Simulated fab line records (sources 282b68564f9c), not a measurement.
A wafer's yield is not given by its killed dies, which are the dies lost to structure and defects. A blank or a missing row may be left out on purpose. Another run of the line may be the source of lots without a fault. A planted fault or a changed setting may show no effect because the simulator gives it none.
Comparing a struck lot with a sound one || flow rit-cmos || 17 out of 202 route steps
Sound: the wafers L301.2, L301.4, L301.5. Struck: wafers L304.1, L304.4, L304.6. At the end, the cause is stated.
At each step with rows: each side's tool, then ch and its chambers, then its first start. Under that, the readings that differ: sound wafers || struck wafers || difference of the means || sigmas: that difference in standard deviations of wafers without a fault.
alike: readings with means less than 2 such deviations apart, plus words and numbers identical on both sides. not compared: withheld readings, readings lacking a value on some wafer, bounds such as >300 that could conceal the same value, and numbers that have no deviation in the record and whose values overlap.
The two part at a step that has a row with sigmas, a row that says differs or no value, or rows on one side only. When numbers do not overlap yet have no deviation, they are printed without sigmas and do not part them. A reading missing from all wafers of one side parts the sides only when that side holds two or more wafers.

first, 2 steps without rows for these wafers: RIT_NRETRO_HARDBAKE_07 (time 120 s); RIT_NRETRO_IMPLANT_08.
RIT_NRETRO_STRIP_09: strips in O2, time 180 s.
  sound on plasma-asher-04 ch 0,1, day 4 08:08; struck on plasma-asher-04 ch 0,1, day 4 23:08
  alike: drypump-motor-current-A, rf-refl-power-W
  not compared: rf-hours-counter-h
RIT_NRETRO_TW_MEAS_10:
  sound on film-metro-03 at day 4 08:19; struck on film-metro-02 at day 4 23:19
  alike: NRETRO_TW
then, 6 steps without rows for these wafers: RIT_PRETRO_HMDS_00 (prime time 60 s); RIT_PRETRO_COAT_01 (resist thk 1300 nm); RIT_PRETRO_SOFTBAKE_02 (time 60 s); RIT_PRETRO_EXPOSE_03 (exposes mask M5, target cd 43700 nm); RIT_PRETRO_PEB_04; RIT_PRETRO_DEVELOP_05 (develop time 68 s).
RIT_PRETRO_OVL_MEAS_06:
  sound on overlay-02 at day 4 09:15; struck on overlay-02 at day 5 00:15
  alike: PRETRO_OVL
then, 1 step without rows for these wafers: RIT_PRETRO_HARDBAKE_07 (time 120 s).
RIT_PRETRO_IMPLANT_08:
  sound on implanter-02 ch 0, day 4 09:33; struck on implanter-02 ch 0, day 5 00:32
{"reading": "dose-ions-cm2", "sound": "1.2011e+13 1.2004e+13 1.2016e+13", "struck": "6.588e+12 6.609e+12 6.603e+12", "difference": -5.410e+12, "sigmas": "-99 or more"}
{"reading": "faraday-current-uA", "sound": "39.8 36.7 38.1", "struck": "20.2 21.1 20.6", "difference": -17.6, "sigmas": -25}
  alike: beam-on-s
RIT_PRETRO_STRIP_09: strips in O2, time 180 s.
  sound on plasma-asher-02 ch 0,1, day 4 09:41; struck on plasma-asher-03 ch 1, day 5 00:41
  alike: drypump-motor-current-A, rf-refl-power-W
  not compared: rf-hours-counter-h
RIT_PRETRO_TW_MEAS_10:
  sound on film-metro-04 at day 4 09:52; struck on film-metro-01 at day 5 00:52
{"reading": "PRETRO_TW", "sound": "477.1 474.6 473.8", "struck": "392.3 394.2 394.1", "difference": -81.6, "sigmas": -27}
then, 1 step without rows for these wafers: RIT_GATE_WET_ETCH_00 (etches SiO2 in BOE, target depth 56 nm, time 60 s).
RIT_M1_PROBE_99:
  sound on prober-02 at day 5 11:08; struck on prober-02 at day 6 03:35
{"reading": "model.etest.nmos_0p3.r-on-ohm-um", "sound": "2179 2180 2128", "struck": "1943 1940 1974", "difference": -210, "sigmas": ""}
{"reading": "model.etest.nmos_0p15.r-on-ohm-um", "sound": "1134 1088 1086", "struck": "1053 1044 1068", "difference": -48, "sigmas": ""}
{"reading": "model.etest.nmos-turned.drive-ua-um", "sound": "341 338.4 345.4", "struck": "388.3 401.7 381.7", "difference": "+49.0", "sigmas": ""}
{"reading": "model.etest.nmos_0p15.drive-ua-um", "sound": "468.7 466.9 482", "struck": "531.2 538.7 517.5", "difference": "+56.6", "sigmas": ""}
{"reading": "model.etest.nmos_0p3.drive-ua-um", "sound": "221.3 216.3 224.8", "struck": "274.7 275.6 268.9", "difference": "+52.3", "sigmas": ""}
{"reading": "model.etest.nmos-narrow.drive-ua-um", "sound": "227.8 220.1 231.8", "struck": "282.5 280.1 273.4", "difference": "+52.1", "sigmas": ""}
{"reading": "model.etest.nmos_0p15.off-log10-a-um", "sound": "-10.2 -10.06 -9.938", "struck": "-8.835 -8.63 -9.054", "difference": "+1.226", "sigmas": ""}
{"reading": "model.etest.retro-edge-nmos.off-log10-a-um", "sound": "-9.873 -9.933 -9.819", "struck": "-8.685 -8.568 -8.939", "difference": "+1.144", "sigmas": ""}
  alike: killed-at-front-end, killed-dies, killed-open, killed-short

WHERE THEY PART
Earliest at RIT_PRETRO_IMPLANT_08; latest, in this record, at RIT_PRETRO_TW_MEAS_10. Later steps at which nothing parts them and some readings are alike: RIT_M1_PROBE_99.

WHY: the cause the simulator had injected
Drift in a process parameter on implanter-02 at RIT_PRETRO_IMPLANT_08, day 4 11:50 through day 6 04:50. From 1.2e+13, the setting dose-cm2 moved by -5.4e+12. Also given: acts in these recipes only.
